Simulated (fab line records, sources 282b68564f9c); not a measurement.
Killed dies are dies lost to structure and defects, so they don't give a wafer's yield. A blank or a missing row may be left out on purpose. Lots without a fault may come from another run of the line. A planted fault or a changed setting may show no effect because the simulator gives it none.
Problem report in the 8D (eight disciplines) form, filled by code | flow rit_cmos | the parts of the form that need people (team, actions taken, sign-off) are left out

1. THE PROBLEM
rf_fwd_power_W at RIT_M1_METAL_ETCH_12 reads a mean of 219.8 W on 4 wafers of 3 lots; wafers without a fault read 249.1 W with a standard deviation of 0.75. That is -39 standard deviations from the usual mean.
The step: etches Al in Cl2/BCl3, stops on SiO2, time 165 s, target depth 600 nm.
First seen on wafer L925.6, day 7 00:39, on rie_metal-04. The record holds 45 wafers of 15 lots with a number at this step. Rule for "out", or "out of limits": more than 4 standard deviations from the usual mean. The other wafers with a number count as sound.

2. WHAT IT IS AND WHAT IT IS NOT
question                    | is                             | is not
which readings at this step | rf_fwd_power_W                 | drypump_motor_current_A, oes_product_au, throttle_valve_pct
which lots                  | L925, L927, L930               | L908, L909, L910, L911, L913, L914, L916, L918, L919, L920, L928, L931
which wafers of those lots  | L925.6, L927.1, L930.1, L930.3 | L925.4, L925.5, L927.2, L927.4, L930.4
read on which tools         | rie_metal-04                   | rie_metal-01, rie_metal-03
when                        | from day 7 00:39               | up to then (32 sound wafers); but 9 sound wafers of L927, L928, L930, L931 came after

3. SUSPECTS, AND WHAT RULES EACH OUT
Counting: a tool at a process step up to the reading stays a suspect if it ran every lot that is out. Sound lots after the first of them don't rule it out here, since some wafers of a struck lot are sound.
- rie_metal-04 at RIT_M1_METAL_ETCH_12 (etches Al in Cl2/BCl3, stops on SiO2, time 165 s, target depth 600 nm): kept. It ran every lot that is out, first L925 (day 7 00:39); its last sound lot up to then is L920 (day 6 00:08). Its own readings are out on those wafers: rf_fwd_power_W.
- Within rie_metal-04 at RIT_M1_METAL_ETCH_12: the wafers that are out ran in chamber 0; their sound lot-mates ran in chamber 1.
Left after counting: rie_metal-04 at RIT_M1_METAL_ETCH_12.

4. THE CAUSE (what the simulator had put in)
Process parameter drift: rie_metal-04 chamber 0, from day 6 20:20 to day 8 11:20, at RIT_M1_METAL_ETCH_12. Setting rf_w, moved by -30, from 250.
Counting left only this tool.

5. THE CHAIN OF EFFECTS, in route order
Each row: a reading whose mean over the struck wafers that have a number lies more than 3 standard deviations from the usual. Only readings for which the record gives a usual standard deviation are gone through. hours: the time from each lot's start at the first step in this table that gives one to its start at this step, as a median over the lots. sigmas: the change in usual standard deviations.
hours | step                 | reading        | usual   | on struck wafers | change | sigmas
0     | RIT_M1_METAL_ETCH_12 | rf_fwd_power_W | 249.1 W | 219.8            | -29.3  | -39
The process steps in it:
- RIT_M1_METAL_ETCH_12: etches Al in Cl2/BCl3, stops on SiO2, time 165 s, target depth 600 nm.

6. WHAT WOULD HAVE CAUGHT IT SOONER
In this record the first reading out of limits was taken at day 7 00:39, 4 hours after the fault began at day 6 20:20.
